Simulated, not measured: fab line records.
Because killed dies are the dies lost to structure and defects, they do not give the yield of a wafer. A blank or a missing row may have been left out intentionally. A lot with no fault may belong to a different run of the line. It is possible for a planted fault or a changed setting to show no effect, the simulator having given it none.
fab line records	flow berkeley-cmos170
record lots=24	wafers=72	last-day=12
route steps=331 shown PLDD@155 NLDD@165 CONTACT@224 V1@254 M3@311
lots that met no fault: taken from a fault-free run of the same line
start-h: hours from the record's first day to the start of the lot's first wafer shown	wait-h: hours since the lot's step before	" repeats the value in the row above	L1.1+2: a row that stands for several wafers	- value missing, or start not given	* or withheld: withheld	< > ~ a bound
route shown NAME@n: NAME is a module with steps in the file, n the number in the route of the first one	usual: average and standard deviation across the fault-free wafers	same: alike in all rows	chamber/n: place in a boat	sites: each site's reading	_std_site: the values' standard deviation	_edge_site: outer sites' mean less inner sites'	radius-mm: how far each site lies from the wafer's centre	mask NAME#n: copy n	behind: the tool/chamber that last shaped the wafer	hold: why the lot was held/for how many hours/how that ended	device: which transistor (n, p or np) failed to switch	end of line: the same wafers' tests at the end of the route	a step given without rows: its recipe and nothing more	killed: dies that structure and defects cost at the first sort, which is not the same as the wafer's yield	map: shows each die of a wafer: x if killed, . if not, _ if none is there
set.NAME: the setting the step ran with; set.NAME@STEP: the setting that earlier step ran with	model.NAME: the simulator's own value behind a step, which no gauge read
steps of the route over a sample of lots; a table a step, a row a wafer
services: from which hour (start-h, from the record's first day; less than 0 if before it) a tool's chamber was out of use, for how many hours, and why
## steps
# step UCB170_PLDD_STRIP_10
# recipe chemistry=O2	power-w=400	pressure-mtorr=3500	platen-temp-c=withheld	o2-flow-sccm=400	overash-fraction=0.5
# usual drypump-motor-current-A=5.7/0.71	o2-flow-sccm=399.7/1.2	oes-product-au=0.734/0.0045	strip-time-to-endpoint-s=21.62/0.067
lot.wafer	tool	chamber	start-h	wait-h	drypump-motor-current-A	o2-flow-sccm	oes-product-au	rf-hours-counter-h	strip-time-to-endpoint-s
L074.2	plasma-asher-04	1	129.45	0.1	5.8	400.9	0.730	1	21.53
L074.3	"	1	"	"	5.8	400.5	0.732	-	21.55
L074.5	"	1	"	"	5.8	398.1	0.738	-	21.54
L076.1	plasma-asher-04	1	139.40	0.1	5.8	399.9	0.739	2	21.64
L076.2	"	0	"	"	6.5	397.0	0.733	2	21.67
L076.5	"	0	"	"	6.5	398.2	0.731	-	21.69
L075.1	plasma-asher-01	1	139.83	0.1	4.8	400.8	0.736	43	21.56
L075.2	"	0	"	"	4.9	400.9	0.735	43	21.61
L075.5	"	1	"	"	4.8	399.7	0.735	-	21.62
L078.2	plasma-asher-01	1	152.34	0.1	4.9	399.4	0.730	45	21.59
L078.4	"	1	"	"	4.8	400.5	0.732	-	21.60
L078.6	"	1	"	"	4.9	400.3	0.730	-	21.52
L077.2	plasma-asher-01	1	152.89	0.1	4.9	400.0	0.737	45	21.51
L077.5	"	0	"	"	4.9	401.1	0.737	-	21.48
L077.6	"	1	"	"	4.9	400.6	0.732	-	21.53
L080.3	plasma-asher-01	1	154.25	0.1	4.8	401.1	0.731	-	21.47
L080.4	"	0	"	"	4.9	401.8	0.735	-	21.50
L080.6	"	1	"	"	4.8	399.9	0.735	-	21.49
L081.3	plasma-asher-03	0	154.49	0.1	6.0	397.0	0.731	-	21.68
L081.5	"	0	"	"	6.0	401.6	0.730	-	21.57
L081.6	"	1	"	"	6.6	402.2	0.737	-	21.63
L079.1	plasma-asher-04	0	154.76	0.1	6.5	400.5	0.737	4	21.63
L079.3	"	1	"	"	5.8	398.7	0.731	-	21.66
L079.5	"	1	"	"	5.8	399.9	0.737	-	21.49
L082.2	plasma-asher-03	1	166.32	0.1	6.6	400.8	0.733	46	21.57
L082.4	"	1	"	"	6.6	402.6	0.737	-	21.64
L082.5	"	1	"	"	6.6	400.3	0.734	-	21.63
L086.1	plasma-asher-04	0	181.82	0.1	6.6	399.6	0.732	6	21.53
L086.2	"	1	"	"	5.8	399.5	0.735	6	21.58
L086.6	"	0	"	"	6.5	400.3	0.731	-	21.55
L084.3	plasma-asher-01	1	182.58	0.1	4.8	399.5	0.728	-	21.53
L084.4	"	0	"	"	4.9	397.8	0.735	-	21.59
L084.6	"	0	"	"	4.9	399.6	0.732	-	21.59
L085.1	plasma-asher-04	0	182.91	0.1	6.5	400.6	0.744	6	21.59
L085.2	"	1	"	"	5.8	400.0	0.726	6	21.60
L085.5	"	1	"	"	5.8	399.2	0.731	-	21.59
L083.1	plasma-asher-03	0	183.05	0.1	6.0	400.5	0.737	49	21.63
L083.4	"	1	"	"	6.6	399.6	0.736	-	21.62
L083.5	"	1	"	"	6.6	398.5	0.734	-	21.65
L087.2	plasma-asher-03	1	190.18	0.1	6.6	399.2	0.739	49	21.65
L087.3	"	1	"	"	6.6	400.2	0.733	-	21.62
L087.5	"	1	"	"	6.6	397.8	0.738	-	21.63
L089.1	plasma-asher-01	0	199.25	0.2	4.9	399.7	0.731	51	21.73
L089.2	"	1	"	"	4.8	401.4	0.723	51	21.75
L089.4	"	0	"	"	4.9	397.6	0.736	-	21.66
L088.1	plasma-asher-01	0	200.45	0.2	4.9	400.6	0.731	52	21.52
L088.2	"	1	"	"	4.8	400.6	0.734	52	21.50
L088.3	"	1	"	"	4.8	400.4	0.739	-	21.56
L091.3	plasma-asher-04	1	207.59	0.1	5.8	400.3	0.731	-	21.62
L091.4	"	0	"	"	6.5	399.8	0.733	-	21.68
L091.5	"	1	"	"	5.8	400.9	0.736	-	21.62
L092.3	plasma-asher-03	0	214.64	0.1	6.0	400.8	0.728	-	21.63
L092.4	"	1	"	"	6.6	401.1	0.723	-	21.62
L092.5	"	1	"	"	6.6	398.8	0.740	-	21.67
L094.1	plasma-asher-01	0	214.97	0.1	4.9	399.6	0.723	53	21.60
L094.4	"	1	"	"	4.8	398.7	0.733	-	21.65
L094.6	"	0	"	"	4.9	398.8	0.739	-	21.65
L093.1	plasma-asher-03	0	215.09	0.1	6.0	399.5	0.738	53	21.67
L093.2	"	1	"	"	6.6	397.6	0.732	53	21.66
L093.5	"	0	"	"	5.9	398.5	0.740	-	21.62
L090.2	plasma-asher-01	1	215.27	0.1	4.8	398.0	0.739	54	21.74
L090.5	"	0	"	"	4.9	399.5	0.733	-	21.68
L090.6	"	1	"	"	4.8	398.5	0.731	-	21.68
L095.1	plasma-asher-03	0	222.59	0.1	5.9	401.1	0.733	54	21.69
L095.2	"	1	"	"	6.6	398.0	0.734	54	21.65
L095.3	"	1	"	"	6.6	398.2	0.726	-	21.71
L096.1	plasma-asher-03	0	224.28	0.1	5.9	399.2	0.734	54	21.77
L096.3	"	0	"	"	6.0	400.0	0.736	-	21.74
L096.5	"	1	"	"	6.6	398.8	0.726	-	21.71
L097.1	plasma-asher-04	0	240.54	0.1	6.5	400.3	0.726	13	21.60
L097.2	"	1	"	"	5.8	400.3	0.734	13	21.65
L097.6	"	0	"	"	6.5	399.8	0.736	-	21.61
# step UCB170_NLDD_OVL_MEAS_07
# usual NLDD_OVL=2/5.5
lot.wafer	tool	chamber	start-h	wait-h	NLDD_OVL[nm]
L074.2	overlay-01	-	132.11	0.1	-5
L074.3	"	-	"	"	1
L074.5	"	-	"	"	1
L076.1	overlay-02	-	141.61	0.1	1
L076.2	"	-	"	"	2
L076.5	"	-	"	"	1
L075.1	overlay-01	-	141.95	0.1	1
L075.2	"	-	"	"	-1
L075.5	"	-	"	"	8
L078.2	overlay-02	-	153.76	0.1	-4
L078.4	"	-	"	"	-2
L078.6	"	-	"	"	-2
L077.2	overlay-01	-	154.31	0.1	3
L077.5	"	-	"	"	-5
L077.6	"	-	"	"	3
L080.3	overlay-01	-	155.88	0.1	4
L080.4	"	-	"	"	6
L080.6	"	-	"	"	6
L081.3	overlay-02	-	156.10	0.1	1
L081.5	"	-	"	"	-2
L081.6	"	-	"	"	1
L079.1	overlay-02	-	156.36	0.1	0
L079.3	"	-	"	"	3
L079.5	"	-	"	"	2
L082.2	overlay-02	-	169.78	0.1	9
L082.4	"	-	"	"	10
L082.5	"	-	"	"	9
L086.1	overlay-02	-	183.38	0.1	2
L086.2	"	-	"	"	5
L086.6	"	-	"	"	9
L084.3	overlay-01	-	183.99	0.1	0
L084.4	"	-	"	"	-1
L084.6	"	-	"	"	3
L085.1	overlay-02	-	184.34	0.1	-4
L085.2	"	-	"	"	-1
L085.5	"	-	"	"	-8
L083.1	overlay-01	-	184.72	0.1	5
L083.4	"	-	"	"	12
L083.5	"	-	"	"	8
L087.2	overlay-02	-	192.25	0.1	8
L087.3	"	-	"	"	-2
L087.5	"	-	"	"	2
L089.1	overlay-02	-	200.77	0.1	-1
L089.2	"	-	"	"	-7
L089.4	"	-	"	"	-10
L088.1	overlay-02	-	202.57	0.1	-7
L088.2	"	-	"	"	-6
L088.3	"	-	"	"	-10
L091.3	overlay-02	-	208.87	0.1	3
L091.4	"	-	"	"	-2
L091.5	"	-	"	"	-2
L092.3	overlay-02	-	217.39	0.1	-8
L092.4	"	-	"	"	5
L092.5	"	-	"	"	4
L094.1	overlay-01	-	217.50	0.1	-3
L094.4	"	-	"	"	-1
L094.6	"	-	"	"	3
L090.2	overlay-02	-	218.21	0.1	2
L090.5	"	-	"	"	0
L090.6	"	-	"	"	8
L093.1	overlay-02	-	218.56	0.1	1
L093.2	"	-	"	"	16
L093.5	"	-	"	"	3
L095.1	overlay-02	-	224.55	0.1	7
L095.2	"	-	"	"	9
L095.3	"	-	"	"	7
L096.1	overlay-02	-	226.83	0.1	11
L096.3	"	-	"	"	11
L096.5	"	-	"	"	16
L097.1	overlay-01	-	241.84	0.1	5
L097.2	"	-	"	"	7
L097.6	"	-	"	"	4
# step UCB170_CONTACT_RTA_08
# recipe temp-c=900	time-s=10	ambient=N2
# usual lamp-power-pct=25.0/1.4	wafer_temp_C_max=905.6/1.9
lot.wafer	tool	chamber	start-h	wait-h	lamp-power-pct	wafer_temp_C_max
L074.2	rtp-anneal-02	0	146.41	0.0	26.4	904.2
L074.3	"	0	"	"	26.4	907.8
L074.5	"	0	"	"	26.4	908.3
L076.1	rtp-anneal-02	0	156.47	0.0	26.4	907.6
L076.2	"	0	"	"	26.4	905.7
L076.5	"	0	"	"	26.4	908.5
L075.1	rtp-anneal-01	0	157.53	0.0	23.6	904.7
L075.2	"	0	"	"	23.6	903.6
L075.5	"	0	"	"	23.6	905.9
L079.1	rtp-anneal-01	0	174.35	0.0	23.6	903.3
L079.3	"	0	"	"	23.6	905.0
L079.5	"	0	"	"	23.6	904.1
L077.2	rtp-anneal-02	0	174.54	0.0	26.4	908.3
L077.5	"	0	"	"	26.3	906.1
L077.6	"	0	"	"	26.4	909.6
L078.2	rtp-anneal-01	0	174.72	0.0	23.6	903.3
L078.4	"	0	"	"	23.6	903.8
L078.6	"	0	"	"	23.7	903.9
L080.3	rtp-anneal-01	0	174.90	0.0	23.6	903.7
L080.4	"	0	"	"	23.7	903.7
L080.6	"	0	"	"	23.6	903.4
L081.3	rtp-anneal-02	0	174.90	0.0	26.4	907.7
L081.5	"	0	"	"	26.3	906.7
L081.6	"	0	"	"	26.4	906.8
L082.2	rtp-anneal-02	0	187.33	0.0	26.4	911.1
L082.4	"	0	"	"	26.4	906.4
L082.5	"	0	"	"	26.4	907.4
L086.1	rtp-anneal-01	0	199.50	0.0	23.6	904.4
L086.2	"	0	"	"	23.6	902.4
L086.6	"	0	"	"	23.6	904.5
L085.1	rtp-anneal-02	0	201.42	0.0	26.4	906.2
L085.2	"	0	"	"	26.4	908.7
L085.5	"	0	"	"	26.4	907.7
L084.3	rtp-anneal-01	0	201.44	0.0	23.6	904.5
L084.4	"	0	"	"	23.6	904.8
L084.6	"	0	"	"	23.6	904.6
L083.1	rtp-anneal-02	0	201.49	0.1	26.4	908.1
L083.4	"	0	"	"	26.4	906.9
L083.5	"	0	"	"	26.4	905.5
L087.2	rtp-anneal-01	0	208.19	0.0	23.6	903.6
L087.3	"	0	"	"	23.6	902.4
L087.5	"	0	"	"	23.6	903.3
L088.1	rtp-anneal-02	0	214.94	0.0	26.4	904.3
L088.2	"	0	"	"	26.4	906.7
L088.3	"	0	"	"	26.4	906.2
L089.1	rtp-anneal-01	0	215.53	0.0	23.6	905.0
L089.2	"	0	"	"	23.6	904.2
L089.4	"	0	"	"	23.6	904.1
L091.3	rtp-anneal-02	0	224.71	0.0	26.4	906.6
L091.4	"	0	"	"	26.4	908.2
L091.5	"	0	"	"	26.4	907.8
L094.1	rtp-anneal-02	0	231.47	0.0	26.4	906.0
L094.4	"	0	"	"	26.4	907.2
L094.6	"	0	"	"	26.4	907.6
L092.3	rtp-anneal-01	0	233.26	0.0	23.6	904.7
L092.4	"	0	"	"	23.7	902.8
L092.5	"	0	"	"	23.7	903.9
L093.1	rtp-anneal-02	0	233.41	0.0	26.4	908.8
L093.2	"	0	"	"	26.4	906.3
L093.5	"	0	"	"	26.4	906.2
L090.2	rtp-anneal-01	0	233.48	0.0	23.6	904.8
L090.5	"	0	"	"	23.6	904.3
L090.6	"	0	"	"	23.6	903.7
L095.1	rtp-anneal-02	0	242.94	0.0	26.4	906.7
L095.2	"	0	"	"	26.4	906.9
L095.3	"	0	"	"	26.4	908.7
L096.1	rtp-anneal-01	0	242.94	0.0	23.6	903.4
L096.3	"	0	"	"	23.6	904.4
L096.5	"	0	"	"	23.6	904.9
L097.1	rtp-anneal-01	0	257.95	0.0	23.6	904.1
L097.2	"	0	"	"	23.6	904.6
L097.6	"	0	"	"	23.6	904.4
# step UCB170_V1_CVD_00
# recipe material=SiO2	target-thk-nm=2000	temp-c=390	precursor=TEOS/O2	time-s=250	rf-w=550	pressure-mtorr=9000
# usual heater-power-w=268/60
lot.wafer	tool	chamber	start-h	wait-h	heater-power-w
L074.2	pecvd-02	2	153.47	0.0	260
L074.3	"	0	"	"	265
L074.5	"	0	"	"	189
L076.1	pecvd-04	0	163.49	0.0	272
L076.2	"	1	"	"	385
L076.5	"	2	"	"	258
L075.1	pecvd-04	2	163.64	0.2	353
L075.2	"	1	"	"	345
L075.5	"	1	"	"	433
L077.2	pecvd-04	2	180.83	0.0	345
L077.5	"	2	"	"	257
L077.6	"	1	"	"	336
L078.2	pecvd-02	0	180.83	0.0	254
L078.4	"	0	"	"	191
L078.6	"	1	"	"	223
L079.1	pecvd-03	0	180.83	0.0	294
L079.3	"	1	"	"	287
L079.5	"	0	"	"	218
L080.3	pecvd-02	0	183.48	0.0	249
L080.4	"	0	"	"	190
L080.6	"	1	"	"	224
L081.3	pecvd-03	1	183.48	0.0	259
L081.5	"	0	"	"	216
L081.6	"	1	"	"	305
L082.2	pecvd-02	2	194.87	0.0	287
L082.4	"	1	"	"	309
L082.5	"	0	"	"	184
L084.3	pecvd-03	0	209.80	0.0	247
L084.4	"	1	"	"	307
L084.6	"	0	"	"	317
L085.1	pecvd-04	1	209.80	0.0	445
L085.2	"	2	"	"	352
L085.5	"	0	"	"	199
L086.1	pecvd-02	1	209.80	0.0	300
L086.2	"	2	"	"	294
L086.6	"	1	"	"	224
L083.1	pecvd-02	0	209.95	0.2	278
L083.4	"	1	"	"	223
L083.5	"	0	"	"	185
L087.2	pecvd-03	0	214.82	0.0	301
L087.3	"	2	"	"	215
L087.5	"	2	"	"	282
L088.1	pecvd-04	0	224.07	0.0	246
L088.2	"	2	"	"	314
L088.3	"	1	"	"	453
L089.1	pecvd-03	0	224.07	0.0	228
L089.2	"	1	"	"	241
L089.4	"	0	"	"	300
L091.3	pecvd-03	2	234.06	0.0	288
L091.4	"	1	"	"	218
L091.5	"	0	"	"	211
L092.3	pecvd-04	1	239.86	0.0	395
L092.4	"	0	"	"	202
L092.5	"	1	"	"	331
L093.1	pecvd-03	2	239.86	0.0	203
L093.2	"	0	"	"	246
L093.5	"	0	"	"	293
L094.1	pecvd-02	0	239.86	0.0	259
L094.4	"	0	"	"	190
L094.6	"	2	"	"	200
L090.2	pecvd-02	0	240.02	0.2	231
L090.5	"	0	"	"	270
L090.6	"	1	"	"	300
L095.1	pecvd-04	2	251.92	0.0	347
L095.2	"	1	"	"	379
L095.3	"	0	"	"	269
L096.1	pecvd-02	0	251.92	0.0	279
L096.3	"	2	"	"	298
L096.5	"	1	"	"	220
L097.1	pecvd-03	2	263.69	0.0	247
L097.2	"	1	"	"	268
L097.6	"	1	"	"	217
# step UCB170_M3_RS_MEAS_02
# recipe thk-meas-gauge=four-point-probe	reads=Al_of_M3_SPUTTER_01
# usual M3_AL_RS=0.0321/0.00032
lot.wafer	tool	chamber	start-h	wait-h	M3_AL_RS[ohm/sq]
L074.2	film-metro-03	-	163.48	0.1	0.0323
L074.3	"	-	"	"	0.0322
L074.5	"	-	"	"	0.0325
L076.1	film-metro-01	-	175.29	0.0	0.0317
L076.2	"	-	"	"	0.0319
L076.5	"	-	"	"	0.0316
L075.1	film-metro-03	-	175.51	0.0	0.0319
L075.2	"	-	"	"	0.0321
L075.5	"	-	"	"	0.0320
L079.1	film-metro-03	-	188.93	0.0	0.0328
L079.3	"	-	"	"	0.0322
L079.5	"	-	"	"	0.0326
L077.2	film-metro-01	-	189.55	0.1	0.0322
L077.5	"	-	"	"	0.0321
L077.6	"	-	"	"	0.0320
L078.2	film-metro-04	-	193.73	0.1	0.0326
L078.4	"	-	"	"	0.0322
L078.6	"	-	"	"	0.0328
L080.3	film-metro-03	-	194.23	0.1	0.0322
L080.4	"	-	"	"	0.0319
L080.6	"	-	"	"	0.0321
L081.3	film-metro-04	-	194.35	0.1	0.0321
L081.5	"	-	"	"	0.0319
L081.6	"	-	"	"	0.0320
L082.2	film-metro-04	-	205.38	0.1	0.0317
L082.4	"	-	"	"	0.0322
L082.5	"	-	"	"	0.0324
L086.1	film-metro-01	-	220.35	0.0	0.0324
L086.2	"	-	"	"	0.0321
L086.6	"	-	"	"	0.0325
L085.1	film-metro-04	-	220.71	0.0	0.0324
L085.2	"	-	"	"	0.0321
L085.5	"	-	"	"	0.0324
L084.3	film-metro-03	-	221.35	0.1	0.0324
L084.4	"	-	"	"	0.0326
L084.6	"	-	"	"	0.0327
L083.1	film-metro-01	-	221.91	0.0	0.0322
L083.4	"	-	"	"	0.0319
L083.5	"	-	"	"	0.0319
L087.2	film-metro-03	-	226.20	0.1	0.0324
L087.3	"	-	"	"	0.0324
L087.5	"	-	"	"	0.0322
L088.1	film-metro-04	-	233.01	0.0	0.0325
L088.2	"	-	"	"	0.0321
L088.3	"	-	"	"	0.0321
L089.1	film-metro-01	-	233.56	0.0	0.0321
L089.2	"	-	"	"	0.0321
L089.4	"	-	"	"	0.0322
L091.3	film-metro-03	-	250.90	0.1	0.0319
L091.4	"	-	"	"	0.0318
L091.5	"	-	"	"	0.0317
L094.1	film-metro-04	-	250.98	0.0	0.0318
L094.4	"	-	"	"	0.0326
L094.6	"	-	"	"	0.0321
L093.1	film-metro-01	-	251.91	0.0	0.0317
L093.2	"	-	"	"	0.0320
L093.5	"	-	"	"	0.0316
L092.3	film-metro-04	-	252.25	0.1	0.0325
L092.4	"	-	"	"	0.0323
L092.5	"	-	"	"	0.0324
L090.2	film-metro-03	-	252.78	0.1	0.0323
L090.5	"	-	"	"	0.0323
L090.6	"	-	"	"	0.0319
L095.1	film-metro-01	-	259.99	0.0	0.0316
L095.2	"	-	"	"	0.0315
L095.3	"	-	"	"	0.0319
L096.1	film-metro-04	-	260.54	0.0	0.0328
L096.3	"	-	"	"	0.0323
L096.5	"	-	"	"	0.0325
L097.1	film-metro-03	-	274.07	0.0	0.0321
L097.2	"	-	"	"	0.0319
L097.6	"	-	"	"	0.0320
# step UCB170_M3_STRIP_07
# recipe chemistry=O2	power-w=400	pressure-mtorr=3500	platen-temp-c=withheld	o2-flow-sccm=400	overash-fraction=0.5
# usual drypump-motor-current-A=5.8/0.66	o2-flow-sccm=399.8/1.1	oes-product-au=0.735/0.0044	strip-time-to-endpoint-s=21.96/0.058
lot.wafer	tool	chamber	start-h	wait-h	drypump-motor-current-A	o2-flow-sccm	oes-product-au	rf-hours-counter-h	strip-time-to-endpoint-s
L074.2	plasma-asher-02	1	164.30	0.1	5.5	400.5	0.738	38	21.94
L074.3	"	0	"	"	6.4	398.4	0.731	-	21.98
L074.5	"	1	"	"	5.5	400.1	0.738	-	22.00
L076.1	plasma-asher-03	1	175.92	0.1	6.6	399.4	0.738	48	21.91
L076.2	"	0	"	"	6.0	399.5	0.734	48	21.93
L076.5	"	0	"	"	6.0	399.2	0.741	-	21.93
L075.1	plasma-asher-03	0	176.22	0.1	6.0	401.4	0.737	48	21.95
L075.2	"	1	"	"	6.6	401.8	0.735	48	21.93
L075.5	"	1	"	"	6.6	401.1	0.728	-	21.96
L079.1	plasma-asher-02	1	189.82	0.1	5.5	400.0	0.732	42	21.86
L079.3	"	1	"	"	5.5	399.5	0.740	-	21.89
L079.5	"	0	"	"	6.5	400.4	0.728	-	21.86
L077.2	plasma-asher-03	1	190.38	0.1	6.6	400.6	0.744	49	21.91
L077.5	"	1	"	"	6.6	398.6	0.732	-	21.96
L077.6	"	0	"	"	6.0	402.2	0.734	-	22.01
L078.2	plasma-asher-01	0	194.34	0.1	4.9	400.6	0.732	51	22.02
L078.4	"	1	"	"	4.9	398.7	0.733	-	22.06
L078.6	"	1	"	"	4.8	399.0	0.737	-	22.05
L080.3	plasma-asher-03	1	194.85	0.1	6.6	399.8	0.738	-	21.92
L080.4	"	0	"	"	6.0	401.8	0.739	-	21.97
L080.6	"	1	"	"	6.6	397.6	0.736	-	22.03
L081.3	plasma-asher-02	1	194.97	0.1	5.5	398.8	0.732	-	21.91
L081.5	"	0	"	"	6.4	399.3	0.739	-	21.88
L081.6	"	1	"	"	5.5	399.2	0.736	-	21.85
L082.2	plasma-asher-01	1	205.99	0.1	4.9	402.7	0.736	52	21.90
L082.4	"	0	"	"	4.9	399.5	0.739	-	21.93
L082.5	"	1	"	"	4.8	400.8	0.732	-	21.91
L086.1	plasma-asher-03	0	220.98	0.1	6.0	401.2	0.737	53	21.92
L086.2	"	1	"	"	6.6	399.7	0.740	53	21.90
L086.6	"	1	"	"	6.6	398.1	0.729	-	21.93
L085.1	plasma-asher-01	0	221.43	0.1	4.9	399.6	0.730	54	22.02
L085.2	"	1	"	"	4.8	399.7	0.732	54	21.94
L085.5	"	0	"	"	4.9	400.1	0.736	-	21.95
L084.3	plasma-asher-01	1	222.34	0.1	4.8	399.6	0.729	-	22.03
L084.4	"	0	"	"	4.9	398.2	0.735	-	22.07
L084.6	"	0	"	"	4.9	401.5	0.742	-	22.02
L083.1	plasma-asher-02	1	222.78	0.1	5.5	398.3	0.738	45	21.87
L083.4	"	1	"	"	5.5	399.0	0.729	-	21.92
L083.5	"	0	"	"	6.5	399.3	0.734	-	21.89
L087.2	plasma-asher-02	0	227.16	0.1	6.5	398.3	0.740	46	21.90
L087.3	"	0	"	"	6.5	398.1	0.732	-	21.88
L087.5	"	0	"	"	6.5	398.4	0.729	-	21.85
L088.1	plasma-asher-03	1	233.64	0.1	6.6	398.3	0.733	55	22.00
L088.2	"	0	"	"	6.0	399.2	0.740	55	21.91
L088.3	"	1	"	"	6.6	399.2	0.732	-	21.90
L089.1	plasma-asher-02	1	234.20	0.1	5.5	399.8	0.727	46	21.98
L089.2	"	0	"	"	6.5	399.2	0.730	46	21.97
L089.4	"	1	"	"	5.5	401.3	0.743	-	21.95
L091.3	plasma-asher-01	0	251.73	0.1	4.9	400.4	0.735	-	21.97
L091.4	"	1	"	"	4.8	399.9	0.736	-	22.00
L091.5	"	1	"	"	4.8	400.3	0.735	-	21.99
L094.1	plasma-asher-03	0	251.84	0.1	6.0	398.2	0.734	57	21.97
L094.4	"	1	"	"	6.6	400.7	0.736	-	22.00
L094.6	"	1	"	"	6.6	399.5	0.734	-	21.97
L093.1	plasma-asher-02	1	252.54	0.1	5.5	400.1	0.734	48	21.93
L093.2	"	0	"	"	6.4	399.0	0.730	48	21.97
L093.5	"	0	"	"	6.5	400.5	0.740	-	21.94
L092.3	plasma-asher-03	1	253.35	0.1	6.6	399.7	0.735	-	22.02
L092.4	"	0	"	"	6.0	401.1	0.736	-	22.12
L092.5	"	0	"	"	6.0	400.1	0.729	-	22.09
L090.2	plasma-asher-02	0	254.04	0.1	6.5	398.0	0.737	49	21.92
L090.5	"	0	"	"	6.5	400.3	0.736	-	21.87
L090.6	"	1	"	"	5.5	400.6	0.736	-	21.96
L095.1	plasma-asher-02	1	260.84	0.1	5.5	401.8	0.740	49	22.00
L095.2	"	0	"	"	6.4	399.2	0.744	49	21.94
L095.3	"	1	"	"	5.5	399.7	0.740	-	22.01
L096.1	plasma-asher-01	1	261.17	0.1	4.8	400.2	0.741	59	21.99
L096.3	"	1	"	"	4.8	401.3	0.736	-	21.99
L096.5	"	0	"	"	4.9	399.9	0.739	-	22.00
L097.1	plasma-asher-02	1	275.06	0.1	5.5	398.9	0.734	51	22.04
L097.2	"	0	"	"	6.5	400.0	0.736	51	22.06
L097.6	"	1	"	"	5.5	398.4	0.734	-	22.05
## services
tool	chamber	start-h	hours	kind
plasma-asher-04	-	108.75	9.0	pm
plasma-asher-04	0	108.75	9.0	vent-cycle
plasma-asher-04	1	108.75	9.0	vent-cycle
plasma-asher-04	0	117.75	-	clean
plasma-asher-04	1	117.75	-	clean
pecvd-03	-	135.50	14.0	pm
pecvd-03	0	135.50	14.0	vent-cycle
pecvd-03	1	135.50	14.0	vent-cycle
pecvd-03	2	135.50	14.0	vent-cycle
pecvd-03	-	149.50	14.6	pm
pecvd-03	0	149.50	-	clean
pecvd-03	1	149.50	-	clean
pecvd-03	2	149.50	-	clean
plasma-asher-01	-	150.84	1.0	repair
pecvd-02	-	156.95	1.7	repair
rtp-anneal-02	-	159.36	4.0	pm
plasma-asher-04	-	160.31	15.6	pm
pecvd-02	-	162.73	1.2	repair
plasma-asher-02	-	169.86	0.7	repair
plasma-asher-01	-	196.21	2.0	repair
plasma-asher-02	-	205.58	7.6	repair
plasma-asher-02	-	225.83	0.4	repair
rtp-anneal-01	-	226.61	5.5	pm
pecvd-03	-	271.30	5.5	pm
## key
fault none
